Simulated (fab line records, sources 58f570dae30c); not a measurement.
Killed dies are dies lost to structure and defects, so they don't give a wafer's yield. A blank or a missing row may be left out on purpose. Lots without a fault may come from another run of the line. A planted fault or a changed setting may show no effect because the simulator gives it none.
One fault seen from 2 desks | flow berkeley_cmos170 | each desk has only its own numbers; what lay behind them comes last

THE METROLOGY DESK
What the gauges read, lot by lot, whatever tool the lot ran on: means of the sampled wafers that have a number. A lot is out of limits, marked OUT, if its mean lies more than 4 standard deviations from the usual mean; the brackets give that distance.
Columns: A = V1_BOW at UCB170_V1_BOW_MEAS_03, usual 18 um; B = V1_POLISHED_THK at UCB170_V1_THK_MEAS_04, usual 999.8 nm; C = cd_nm at UCB170_V1_CD_MEAS_12, usual 699.6 nm; D = V1_OVL at UCB170_V1_OVL_MEAS_13, usual -2 nm; E = cd_nm at UCB170_V1_CD_MEAS_90, usual 699.8 nm
lot  | first seen here | A  | B      | C     | D  | E
L247 | day 7 16:07     | 9  | 1000.2 | 700.7 | 2  | 700.4
L249 | day 8 12:44     | 24 | 998.5  | 698.4 | 2  | 699.0
L257 | day 10 01:37    | 18 | 999.4  | 697.4 | -5 | 698.1
L263 | day 11 17:26    | 21 | 1000.6 | 696.8 | -2 | 696.2
L264 | day 12 00:49    | 15 | 1001.3 | 699.5 | -0 | 699.8
L266 | day 12 01:08    | 16 | 1000.4 | 701.6 | -6 | 701.3
This desk's finding: nothing out of limits on any of the 6 lots.

THE TOOL OWNER'S DESK: rie_diel-02
The tool's own readings at UCB170_V1_ETCH_14 (etches SiO2 in CHF3/CF4/Ar, stops on Al, target depth 1250 nm, time 291 s): means of the sampled wafers that have a number, for each lot that ran on this tool. A lot is out of limits, marked OUT, if its mean lies more than 4 standard deviations from the usual mean; the brackets give that distance.
Columns: A = CHF3_flow_sccm at UCB170_V1_ETCH_14, usual 44.99 sccm; B = drypump_motor_current_A at UCB170_V1_ETCH_14, usual 5.6 A; C = oes_product_au at UCB170_V1_ETCH_14, usual 0.867 a.u.; D = rf_fwd_power_W at UCB170_V1_ETCH_14, usual 698.1 W; E = throttle_valve_pct at UCB170_V1_ETCH_14, usual 7.02 %
lot  | first seen here | A     | B   | C     | D               | E
L247 | day 7 17:37     | 44.83 | 5.9 | 0.859 | 698.9           | 6.87
L249 | day 8 14:18     | 45.08 | 5.9 | 0.856 | 698.5           | 6.88
L257 | day 10 05:16    | 44.94 | 5.8 | 0.874 | 699.1           | 7.03
L263 | day 11 19:14    | 44.87 | 5.7 | 0.874 | 640.2 (-29) OUT | 6.95
L266 | day 12 02:40    | 45.12 | 5.8 | 0.873 | 671.3 (-13) OUT | 6.95
This desk's finding: out of limits on L263, L266; first on L263, day 11 19:14 (rf_fwd_power_W at UCB170_V1_ETCH_14). In limits: L247, L249, L257.

PUT TOGETHER
The tool owner's desk could have raised an alarm at day 11 19:14, on L263, L266.
The metrology desk saw nothing out of limits.
The metrology desk has L263, L266 on record, within its limits.
Of the lots named, all ran UCB170_V1_ETCH_14 on rie_diel-02.

WHAT THE SIMULATOR HAD PUT IN
Process parameter drift: rie_diel-02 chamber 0, from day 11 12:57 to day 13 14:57, at UCB170_V1_ETCH_14. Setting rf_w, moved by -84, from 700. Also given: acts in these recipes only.
Lots struck among those shown: L263, L266.
Hours from the fault's start to each desk's first reading out of limits: the tool owner's desk, 6.
